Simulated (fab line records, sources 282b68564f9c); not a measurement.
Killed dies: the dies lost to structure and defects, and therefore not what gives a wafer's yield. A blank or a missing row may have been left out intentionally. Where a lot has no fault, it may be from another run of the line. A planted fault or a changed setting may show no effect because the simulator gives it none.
Problem report in the 8D (eight disciplines) form, filled by code / flow ritCmos / the parts of the form that need people (team, actions taken, sign-off) are left out

## 1. PROBLEM STATEMENT
Wafers free of any fault read -1.2 nm (standard deviation 1.3) for M1_OVL at RIT_M1_OVL_MEAS_10, against a mean of 238.9 nm on 12 wafers of 4 lots. That is +99 or more standard deviations from the usual mean.
The first sign was on wafer L378.3 at day 7 01:22, on overlay-02. The record holds 48 wafers of 16 lots with a number at this step. By rule, "out" or "out of limits" means more than 4 standard deviations away from the usual mean. The rest of the wafers with a number are treated as sound.

## 2. WHAT THIS IS AND IS NOT
question=which readings at this step | is=M1_OVL | is not=-
question=which lots | is=L378, L381, L382, L383 | is not=L362, L365, L366, L367, L368, L369, L370, L371, L372, L374, L375, L380
question=which wafers of those lots | is=all that have a number | is not=-
question=read on which gauges | is=overlay-01, overlay-02 | is not=-
question=when | is=from day 7 01:22 | is not=up to then (33 sound wafers); but 3 sound wafers of L380 came after

## 3. WHAT RULES OUT EACH SUSPECT
Counting: a tool stays on the suspect list if, at a process step up to the reading, it processed all lots that are out and no sound lot following the first of them.
- ruled out: the gauge at RIT_M1_OVL_MEAS_10. The wafers that are out were read on 2 gauges (overlay-01, overlay-02).
- ilineStepper-01 at RIT_M1_EXPOSE_06 (exposes mask M12, target cd 2600 nm): kept. It ran every lot that is out, first L378 (day 7 00:51), and no sound lot after that; its last sound lot up to then is L374 (day 6 04:01).
Remaining after the count: ilineStepper-01 at RIT_M1_EXPOSE_06.

## 4. THE CAUSE (what the simulator had put in)
Scanner matching overlay: ilineStepper-01, from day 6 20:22 on, at RIT_M1_EXPOSE_06. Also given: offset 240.
Counting left only this tool.

## 5. SEQUENCE OF EFFECTS, ordered by route
One row per reading whose mean, taken over the struck wafers that have a number, lies over 3 standard deviations from the usual. Only readings for which the record gives a usual standard deviation are gone through. hours: the time from each lot's start at the first step in this table that gives one to its start at this step, as a median over the lots. sigmas: the change in usual standard deviations.
hours=0; step=RIT_M1_OVL_MEAS_10; reading=M1_OVL; usual=-1.2 nm; on struck wafers=238.9; change=+240.1; sigmas=+99 or more

## 6. HOW IT WOULD HAVE BEEN CAUGHT EARLIER
In this record the first reading out of limits at a measuring or inspecting step was taken at day 7 01:22, 5 hours after the fault began at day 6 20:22.
An alarm limit of 4 standard deviations would not have fired on the tool readings at RIT_M1_EXPOSE_06 for which the record gives a usual standard deviation, since none of them was out on any struck wafer.
L381, L382, L383, from the lots that are out (4), started RIT_M1_EXPOSE_06 on ilineStepper-01 later than day 7 01:22. A hold on the tool at that time would have spared those 3.
